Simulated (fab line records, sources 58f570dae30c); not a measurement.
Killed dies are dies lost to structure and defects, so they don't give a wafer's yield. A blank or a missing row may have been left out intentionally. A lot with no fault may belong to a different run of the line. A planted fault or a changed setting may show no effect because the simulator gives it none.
A single fault, viewed from 2 desks -- flow berkeley-cmos170 -- each desk has only its own numbers; what lay behind them comes last

== FROM THE METROLOGY DESK ==
What the gauges read for every lot (on any tool): the sampled wafers with a number, averaged. If a lot's mean is further than 4 standard deviations from the usual mean, the lot is out of limits and carries the mark OUT (the distance appears in the brackets).
Columns: A = NWELL_OXIDE_THK at UCB170_NWELL_THK_MEAS_02, usual 26.4 nm; B = NWELL_NITRIDE_THK at UCB170_NWELL_THK_MEAS_05, usual 224.2 nm; C = NWELL_OVL at UCB170_NWELL_OVL_MEAS_12, usual 1 nm
lot,first seen here,A,B,C
L936,day 2 23:08,25.6,221.5,-3
L945,day 4 11:00,26.9,226.7,8
L949,day 5 13:49,27.3,227.5,-3
L951,day 5 19:54,26.8,223.3,4
L952,day 6 01:21,26.9,222.2,-6
L954,day 6 09:26,24.8,227.4,-6
This desk found nothing out of limits on any of the 6 lots.

== FOR THE TOOL OWNER'S DESK: litho-track-03 ==
The tool's own readings at UCB170_NWELL_PEB_10: means of the sampled wafers that have a number, for each lot that ran on this tool. If a lot's mean is further than 4 standard deviations from the usual mean, the lot is out of limits and carries the mark OUT (the distance appears in the brackets).
Columns: A = heater-power-total-W at UCB170_NWELL_PEB_10, usual 56.80 W; B = plate-temp-C at UCB170_NWELL_PEB_10, usual 130.02 C
lot,first seen here,A,B
L936,day 3 07:19,56.80,129.96
L945,day 4 18:06,56.75,130.01
L951,day 6 01:01,53.15 (-76) OUT,123.58 (-46) OUT
L952,day 6 06:34,53.09 (-77) OUT,123.56 (-46) OUT
This desk's verdict: out of limits on L951, L952, starting with L951 at day 6 01:01 (heater-power-total-W at UCB170_NWELL_PEB_10). In limits: L936, L945.

== BROUGHT TOGETHER ==
The tool owner's desk had the chance to raise an alarm at day 6 01:01 on L951, L952.
Metrology desk: nothing out of limits seen.
The metrology desk holds a record of L951, L952, inside its limits.
All the named lots went through UCB170_NWELL_PEB_10 on litho-track-03.

== WHAT THE SIMULATOR PUT IN ==
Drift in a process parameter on litho-track-03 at UCB170_NWELL_PEB_10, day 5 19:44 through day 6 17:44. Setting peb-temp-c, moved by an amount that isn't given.
Struck lots among those shown: L951, L952.
Each desk's first reading out of limits, in hours after the fault started: the tool owner's desk, 5.
